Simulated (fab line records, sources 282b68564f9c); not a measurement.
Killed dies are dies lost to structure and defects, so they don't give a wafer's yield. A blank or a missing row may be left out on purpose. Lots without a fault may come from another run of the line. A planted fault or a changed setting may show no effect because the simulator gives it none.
fab line records | flow rit_cmos
record lots=6 wafers=18 last_day=7
route steps=202 shown PRETRO@72 GATE@75 FOX2@80 M1@202
lots that met no fault: from a run of the same line without faults
start_h: hours from the record's first day to the start of the lot's first wafer shown | wait_h: hours since the lot's step before | " the same as in the row above | L1.1+2: a row that stands for several wafers | - no value, or no start given | * or withheld: withheld | < > ~ a bound
route shown NAME@n: a module of which the file shows steps, and the number in the route of the first | usual: mean/standard deviation of fault-free wafers | same: alike in all rows | chamber/n: place in a boat | sites: the reading at each site | _std_site: their standard deviation | _edge_site: outer sites' mean less inner sites' | radius_mm: how far each site lies from the wafer's centre | mask NAME#n: copy n | behind: the tool/chamber that last shaped the wafer | hold: why the lot was held/for how many hours/how that ended | device: the transistor (n, p or np) that didn't switch | end of line: the same wafers' tests at the end of the route | a step without rows: its recipe alone | killed: dies lost to structure and defects at the first sort, not the wafer's yield | map: a wafer's dies, x killed, . not, _ none there
set.NAME: the setting as run; set.NAME@STEP: as run at that earlier step | model.NAME: the simulator's own value behind a step, which no gauge read
lots at some steps of the route; a table a step, a row a wafer
services: from which hour (start_h, from the record's first day; less than 0 if before it) a tool's chamber was out of use, for how many hours, and why
## steps
# step RIT_PRETRO_IMPLANT_08
# recipe species=B energy_kev=45 dose_cm2=1.2e+13 tilt_deg=7
# step RIT_PRETRO_STRIP_09
# recipe chemistry=O2 time_s=180 resist=NOVOLAK platen_temp_c=withheld power_w=500 pressure_mtorr=4000 o2_flow_sccm=4000
# usual drypump_motor_current_A=5.7/0.33
# columns lot.wafer tool chamber start_h wait_h drypump_motor_current_A rf_hours_counter_h
L643.2 plasma_asher-04 0 41.87 0.1 5.7 40
L643.5 " 1 " " 4.9 -
L643.6 " 0 " " 5.7 -
L652.3 plasma_asher-02 1 87.77 0.1 5.7 -
L652.4 " 0 " " 6.0 -
L652.5 " 1 " " 5.8 -
L655.3 plasma_asher-04 0 102.92 0.1 5.7 -
L655.4 " 1 " " 4.9 -
L655.6 " 1 " " 4.9 -
L656.3 plasma_asher-03 1 106.36 0.1 5.5 -
L656.4 " 0 " " 6.1 -
L656.6 " 0 " " 6.1 -
L661.1 plasma_asher-04 0 132.85 0.1 5.7 49
L661.2 " 1 " " 5.0 49
L661.3 " 1 " " 4.9 -
L664.2 plasma_asher-03 1 146.04 0.1 5.5 3
L664.4 " 1 " " 5.5 -
L664.6 " 1 " " 5.5 -
# step RIT_PRETRO_TW_MEAS_10
# usual PRETRO_TW=472/3.6
# columns lot.wafer tool chamber start_h wait_h PRETRO_TW
L643.2 film_metro-04 - 42.05 0.1 469
L643.5 " - " " 470
L643.6 " - " " 470
L652.3 film_metro-01 - 87.91 0.1 475
L652.4 " - " " 476
L652.5 " - " " 478
L655.3 film_metro-01 - 103.05 0.1 477
L655.4 " - " " 478
L655.6 " - " " 477
L656.3 film_metro-02 - 106.50 0.1 466
L656.4 " - " " 466
L656.6 " - " " 469
L661.1 film_metro-01 - 133.03 0.1 471
L661.2 " - " " 473
L661.3 " - " " 469
L664.2 film_metro-02 - 146.22 0.1 470
L664.4 " - " " 469
L664.6 " - " " 471
# step RIT_GATE_WET_ETCH_00
# recipe chemistry=BOE target=SiO2 target_depth_nm=56 time_s=60 dry=n2_spin dilution=10:1 temp_c=21.5
# step RIT_GATE_CLEAN_01
# recipe chemistry=SC1 mix=3:3:50 time_s=600 temp_c=75
# step RIT_GATE_CLEAN_02
# recipe chemistry=dHF dilution=50:1 time_s=30
# step RIT_GATE_CLEAN_03
# recipe chemistry=SC2 mix=3:3:50 time_s=600 temp_c=75 dry=n2_spin
# step RIT_GATE_CLEAN_04
# recipe chemistry=dHF dilution=50:1 time_s=60 dry=n2_spin
# step RIT_FOX2_THK_MEAS_91
# recipe reads=SiO2_of_FOX2_OXIDATION_00
# usual FIELD_OXIDE_LEFT_2_THK=257/6.2
# columns lot.wafer tool chamber start_h wait_h FIELD_OXIDE_LEFT_2_THK[nm]
L643.2 film_metro-04 - 42.56 0.0 266
L643.5 " - " " 263
L643.6 " - " " 267
L652.3 film_metro-04 - 88.43 0.0 263
L652.4 " - " " 263
L652.5 " - " " 263
L655.3 film_metro-01 - 103.57 0.0 253
L655.4 " - " " 256
L655.6 " - " " 247
L656.3 film_metro-03 - 107.02 0.0 255
L656.4 " - " " 256
L656.6 " - " " 253
L661.1 film_metro-03 - 133.54 0.0 256
L661.2 " - " " 260
L661.3 " - " " 258
L664.2 film_metro-04 - 146.72 0.0 258
L664.4 " - " " 250
L664.6 " - " " 251
# step RIT_GATE_OXIDATION_05
# recipe temp_c=900 ambient=O2 target_thk_a=30 ox_time_s=270
# step RIT_GATE_ANNEAL_06
# recipe temp_c=900 time_s=600 ambient=N2O
# step RIT_GATE_THK_MEAS_07
# recipe reads=SiO2_of_GATE_OXIDATION_05
# usual GATE_OXIDE_THK=3.01/0.052
# columns lot.wafer tool chamber start_h wait_h GATE_OXIDE_THK[nm]
L643.2 film_metro-04 - 43.95 0.0 2.98
L643.5 " - " " 3.01
L643.6 " - " " 3.02
L652.3 film_metro-03 - 89.81 0.0 2.98
L652.4 " - " " 2.97
L652.5 " - " " 2.96
L655.3 film_metro-01 - 104.96 0.0 2.95
L655.4 " - " " 3.01
L655.6 " - " " 2.98
L656.3 film_metro-03 - 109.72 0.0 3.00
L656.4 " - " " 3.07
L656.6 " - " " 2.97
L661.1 film_metro-01 - 134.93 0.0 3.07
L661.2 " - " " 3.11
L661.3 " - " " 3.03
L664.2 film_metro-01 - 148.29 0.0 3.06
L664.4 " - " " 3.01
L664.6 " - " " 3.01
# step RIT_GATE_CVD_08
# recipe material=poly-Si target_thk_nm=250 temp_c=610 precursor=SiH4 time_s=2220 pressure_mtorr=300 sih4_flow_sccm=100
# usual spike_tc_load_C=630.0/2.4 zone_power_load_pct=12.6/0.43
# columns lot.wafer tool chamber start_h wait_h spike_tc_load_C zone_power_load_pct
L643.2 lpcvd-01 1 44.00 0.0 631.7 12.8
L643.5 " 1 " " 629.8 12.9
L643.6 " 1 " " 631.7 12.8
L652.3 lpcvd-02 0 89.85 0.0 631.1 12.2
L652.4 " 0 " " 631.2 12.0
L652.5 " 0 " " 632.8 12.0
L655.3 lpcvd-02 0 105.00 0.0 631.2 12.2
L655.4 " 0 " " 633.3 12.1
L655.6 " 0 " " 632.1 12.3
L656.3 lpcvd-02 1 109.76 0.0 631.8 12.1
L656.4 " 1 " " 631.7 12.3
L656.6 " 1 " " 629.2 12.1
L661.1 lpcvd-01 1 134.99 0.1 631.1 12.7
L661.2 " 1 " " 630.8 12.8
L661.3 " 1 " " 629.8 12.8
L664.2 lpcvd-01 1 148.34 0.0 631.9 12.8
L664.4 " 1 " " 631.8 13.0
L664.6 " 1 " " 630.8 12.9
# step RIT_GATE_THK_MEAS_09
# recipe reads=poly-Si_of_GATE_CVD_08
# usual GATE_POLY_THK=249.3/2.3
# columns lot.wafer tool chamber start_h wait_h GATE_POLY_THK[nm]
L643.2 film_metro-04 - 45.62 0.0 254.8
L643.5 " - " " 251.0
L643.6 " - " " 255.8
L652.3 film_metro-01 - 91.49 0.0 247.1
L652.4 " - " " 245.9
L652.5 " - " " 245.5
L655.3 film_metro-04 - 106.63 0.0 237.7
L655.4 " - " " 240.2
L655.6 " - " " 239.2
L656.3 film_metro-04 - 112.20 0.0 237.4
L656.4 " - " " 237.8
L656.6 " - " " 239.1
L661.1 film_metro-01 - 136.60 0.0 251.6
L661.2 " - " " 253.4
L661.3 " - " " 252.7
L664.2 film_metro-01 - 149.97 0.0 246.2
L664.4 " - " " 248.4
L664.6 " - " " 247.7
# step RIT_GATE_HMDS_10
# recipe prime_time_s=60 prime_temp_c=140
# step RIT_GATE_COAT_11
# recipe resist=NOVOLAK spin_rpm=4250 resist_thk_nm=850
# step RIT_GATE_SOFTBAKE_12
# recipe resist=NOVOLAK temp_c=90 time_s=60
# step RIT_GATE_EXPOSE_13
# recipe mask_id=M6 na=0.6 source_shape=conventional sigma_outer=0.6 target_cd_nm=150 dose_mj=376.2
# step RIT_GATE_PEB_14
# recipe resist=NOVOLAK temp_c=withheld time_s=withheld
# step RIT_GATE_DEVELOP_15
# recipe resist=NOVOLAK develop_time_s=50 dev_temp_c=23
# step RIT_GATE_CD_MEAS_16
# recipe target_cd_nm=150
# usual cd_nm=150.6/2.6
# columns lot.wafer tool chamber start_h wait_h cd_nm
L643.2 cd_sem-01 - 46.67 - 147.8
L643.5 " - " " 144.2
L643.6 " - " " 150.0
L652.3 cd_sem-02 - 92.55 - 148.2
L652.4 " - " " 148.6
L652.5 " - " " 148.5
L655.3 cd_sem-02 - 107.56 - 145.9
L655.4 " - " " 144.0
L655.6 " - " " 143.6
L656.3 cd_sem-01 - 113.26 - 150.7
L656.4 " - " " 151.1
L656.6 " - " " 152.0
L661.1 cd_sem-01 - 137.51 - 152.4
L661.2 " - " " 156.0
L661.3 " - " " 155.9
L664.2 cd_sem-02 - 151.05 - 148.0
L664.4 " - " " 146.1
L664.6 " - " " 147.5
# step RIT_GATE_OVL_MEAS_17
# usual GATE_OVL=-0.1/1.3
# columns lot.wafer tool chamber start_h wait_h GATE_OVL[nm]
L643.2 overlay-02 - 46.78 0.1 -0.1
L643.5 " - " " -1.9
L643.6 " - " " -0.1
L652.3 overlay-02 - 92.64 0.1 0.4
L652.4 " - " " 1.3
L652.5 " - " " -0.1
L655.3 overlay-02 - 107.65 0.1 -0.3
L655.4 " - " " 1.0
L655.6 " - " " 1.0
L656.3 overlay-01 - 113.35 0.1 -0.4
L656.4 " - " " -0.8
L656.6 " - " " 1.5
L661.1 overlay-01 - 137.63 0.1 1.4
L661.2 " - " " -1.2
L661.3 " - " " 1.2
L664.2 overlay-01 - 151.15 0.1 0.0
L664.4 " - " " -0.3
L664.6 " - " " 0.4
# step RIT_GATE_HARDBAKE_18
# recipe resist=NOVOLAK temp_c=140 time_s=60
# step RIT_GATE_ETCH_19
# recipe chemistry=SF6/CHF3/O2 time_s=165 SF6_flow_sccm=30 CHF3_flow_sccm=30 O2_flow_sccm=5 target=poly-Si pressure_mtorr=40 rf_w=160 target_depth_a=3125 over_etch_frac=0.25 stop_on=SiO2
# usual drypump_motor_current_A=5.7/0.38 oes_product_au=0.841/0.0086 throttle_valve_pct=10.21/0.16
# columns lot.wafer tool chamber start_h wait_h drypump_motor_current_A oes_product_au rf_hours_counter_h throttle_valve_pct
L643.2 rie_si-02 1 46.96 0.1 5.3 0.848 79 10.34
L643.5 " 0 " " 5.8 0.839 - 10.27
L643.6 " 1 " " 5.3 0.846 - 10.33
L652.3 rie_si-01 1 92.81 0.1 5.7 0.848 127 10.10
L652.4 " 0 " " 5.3 0.837 138 10.04
L652.5 " 1 " " 5.7 0.843 - 10.09
L655.3 rie_si-02 2 107.83 0.1 5.3 0.802 74 10.40
L655.4 " 3 " " 5.7 0.816 19 10.46
L655.6 " 3 " " 5.6 0.811 - 10.46
L656.3 rie_si-01 1 113.67 0.1 5.7 0.815 128 10.12
L656.4 " 2 " " 6.5 0.818 - 9.99
L656.6 " 3 " " 5.9 0.799 - 10.19
L661.1 rie_si-02 2 137.82 0.1 5.3 0.845 74 10.39
L661.2 " 0 " " 5.9 0.852 141 10.28
L661.3 " 3 " " 5.6 0.852 19 10.49
L664.2 rie_si-01 0 151.33 0.1 5.3 0.842 138 10.02
L664.4 " 3 " " 5.9 0.834 1 10.20
L664.6 " 3 " " 5.9 0.825 - 10.20
# step RIT_GATE_STRIP_20
# recipe chemistry=O2 time_s=180 resist=NOVOLAK platen_temp_c=withheld power_w=500 pressure_mtorr=4000 o2_flow_sccm=4000
# usual drypump_motor_current_A=5.7/0.46
# columns lot.wafer tool chamber start_h wait_h drypump_motor_current_A rf_hours_counter_h
L643.2 plasma_asher-01 1 47.06 0.1 6.3 38
L643.5 " 1 " " 6.3 -
L643.6 " 0 " " 5.6 -
L652.3 plasma_asher-03 1 92.98 0.1 5.5 -
L652.4 " 0 " " 6.1 -
L652.5 " 1 " " 5.5 -
L655.3 plasma_asher-04 1 108.00 0.1 4.9 -
L655.4 " 0 " " 5.7 -
L655.6 " 0 " " 5.7 -
L656.3 plasma_asher-04 1 113.83 0.1 5.0 -
L656.4 " 0 " " 5.7 -
L656.6 " 0 " " 5.7 -
L661.1 plasma_asher-04 1 137.93 0.1 4.9 50
L661.2 " 0 " " 5.7 50
L661.3 " 0 " " 5.7 -
L664.2 plasma_asher-01 0 151.44 0.1 5.6 50
L664.4 " 1 " " 6.3 -
L664.6 " 0 " " 5.6 -
# step RIT_M1_PROBE_99
# usual killed_at_M0_to_M3=0.0/0.18 killed_at_front_end=6.6/3 killed_dies=7/3 killed_open=3.3/2 killed_short=3.4/2
# same gross_dies=264 killed_at_M4_up=0 killed_at_back_side=0 killed_at_contacts=0 killed_at_other=0
# columns lot.wafer tool chamber start_h wait_h killed_at_M0_to_M3 killed_at_front_end killed_dies killed_open killed_short
L643.2 prober-01 - 67.67 0.1 0 4 4 1 3
L643.5 prober-01 - 67.82 0.2 0 6 6 2 4
L643.6 prober-01 - 67.87 0.2 0 6 6 4 1
L652.3 prober-02 - 113.07 0.2 0 5 5 0 5
L652.4 prober-02 - 113.12 0.2 0 10 10 4 6
L652.5 prober-02 - 113.17 0.2 0 7 7 2 5
L655.3 prober-02 - 130.92 0.2 0 9 9 4 5
L655.4 prober-02 - 130.97 0.2 0 7 7 5 2
L655.6 prober-02 - 131.07 0.2 0 5 5 3 2
L656.3 prober-01 - 135.02 0.2 0 5 5 2 3
L656.4 prober-01 - 135.07 0.2 0 7 7 4 3
L656.6 prober-01 - 135.17 0.2 0 7 7 4 3
L661.1 prober-02 - 157.72 0.1 0 11 11 5 6
L661.2 prober-02 - 157.77 0.1 0 7 7 2 5
L661.3 prober-02 - 157.82 0.2 0 14 14 8 6
L664.2 prober-02 - 171.05 0.1 0 7 7 3 4
L664.4 prober-02 - 171.15 0.2 0 8 8 7 1
L664.6 prober-02 - 171.25 0.2 1 10 11 8 3
# killed by level:class
L643.2 GATE:geometric_particle:short=2 FOX1:geometric_particle:short=1 SPACER:geometric_particle:open=1
L643.5 FOX1:geometric_particle:open=1 FOX2:geometric_particle:short=1 GATE:geometric_particle:open=1 REOX:geometric_particle:short=1 SPACER:geometric_particle:short=1 SILICIDE:geometric_particle:short=1
L643.6 SILICIDE:geometric_particle:open=2 GATE:geometric_particle:open=1 REOX:geometric_particle:open=1 SPACER:geometric_particle:short=1 NSD:coat_microbubble_printed=1
L652.3 FOX1:geometric_particle:short=2 GATE:geometric_particle:short=2 SPACER:geometric_particle:short=1
L652.4 FOX1:geometric_particle:open=2 FOX2:geometric_particle:short=2 GATE:geometric_particle:short=2 GATE:geometric_particle:open=1 REOX:geometric_particle:short=1 SPACER:geometric_particle:short=1 SILICIDE:geometric_particle:open=1
L652.5 FOX1:geometric_particle:short=2 ACTIVE:geometric_particle:open=1 GATE:geometric_particle:open=1 GATE:geometric_particle:short=1 REOX:geometric_particle:short=1 SPACER:geometric_particle:short=1
L655.3 GATE:geometric_particle:open=2 GATE:geometric_particle:short=2 REOX:geometric_particle:short=2 FOX1:geometric_particle:open=1 SPACER:geometric_particle:short=1 SILICIDE:geometric_particle:open=1
L655.4 FOX1:geometric_particle:open=2 REOX:geometric_particle:open=2 FOX1:geometric_particle:short=1 SILICIDE:geometric_particle:short=1 SILICIDE:geometric_particle:open=1
L655.6 GATE:geometric_particle:open=2 SILICIDE:geometric_particle:short=2 FOX1:geometric_particle:open=1
L656.3 FOX2:geometric_particle:open=1 GATE:geometric_particle:open=1 GATE:geometric_particle:short=1 REOX:geometric_particle:short=1 SILICIDE:geometric_particle:short=1
L656.4 REOX:geometric_particle:short=3 SILICIDE:geometric_particle:open=2 FOX1:geometric_particle:open=1 FOX2:geometric_particle:open=1
L656.6 SPACER:geometric_particle:short=2 FOX1:geometric_particle:short=1 FOX1:geometric_particle:open=1 GATE:geometric_particle:open=1 SPACER:geometric_particle:open=1 SILICIDE:geometric_particle:open=1
L661.1 GATE:geometric_particle:open=3 FOX1:geometric_particle:open=2 GATE:geometric_particle:short=2 FOX2:geometric_particle:short=1 REOX:geometric_particle:short=1 SPACER:geometric_particle:short=1 SILICIDE:geometric_particle:short=1
L661.2 GATE:geometric_particle:short=3 FOX2:geometric_particle:short=2 GATE:geometric_particle:open=1 SILICIDE:geometric_particle:open=1
L661.3 FOX2:geometric_particle:short=2 GATE:geometric_particle:open=2 REOX:geometric_particle:open=2 SILICIDE:geometric_particle:open=2 FOX1:geometric_particle:short=1 FOX1:geometric_particle:open=1 FOX2:geometric_particle:open=1 GATE:geometric_particle:short=1
L664.2 GATE:geometric_particle:open=3 GATE:geometric_particle:short=2 REOX:geometric_particle:short=1 SILICIDE:geometric_particle:short=1
L664.4 GATE:geometric_particle:open=4 FOX1:geometric_particle:open=1 SPACER:geometric_particle:open=1 SPACER:geometric_particle:short=1 SILICIDE:geometric_particle:open=1
L664.6 SPACER:geometric_particle:open=3 GATE:geometric_particle:open=2 REOX:geometric_particle:open=2 FOX2:geometric_particle:open=1 GATE:geometric_particle:short=1 SPACER:geometric_particle:short=1 M1:geometric_particle:short=1
## services
# columns tool chamber start_h hours kind
rie_si-02 - 18.14 15.6 pm
rie_si-01 3 61.19 - clean
rie_si-01 3 61.19 16.4 scheduled_down
rie_si-01 3 61.19 16.4 vent_cycle
rie_si-01 0 107.32 9.4 repair
plasma_asher-03 - 108.75 9.0 pm
plasma_asher-03 0 108.75 9.0 vent_cycle
plasma_asher-03 1 108.75 9.0 vent_cycle
plasma_asher-03 0 117.75 - clean
plasma_asher-03 1 117.75 - clean
lpcvd-01 - 131.62 2.8 pm
rie_si-01 3 140.81 2.7 repair
## key
first_sign step=RIT_GATE_THK_MEAS_09 reading=GATE_POLY_THK direction=down sigmas=4.6 usual=249.3 struck=238.6
effect step=RIT_GATE_ETCH_19 reading=oes_product_au direction=down sigmas=3.6 usual=0.841 struck=0.810
met_at RIT_GATE_CVD_08
struck_wafers L655.3,L655.4,L655.6,L656.3,L656.4,L656.6
tester_left_out L655,L656
onset_between 89.85 105.00
fault kind=site_profile_drift tool=lpcvd-02 chamber=- onset_h=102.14 steps=RIT_GATE_CVD_08 basis=fraction max_abs_drift=0.081226 slope_share_per_hr=40.613 site_pattern=0,0,0,0,0,-1,-1,-1,-1
# tester_left_out: of these lots the tester's yield and bins aren't shown, on N5 and GAA mostly nor the transistor test; their killed dies are dies lost to structure and defects alone, not to doping, threshold or leakage, so they don't give the yield
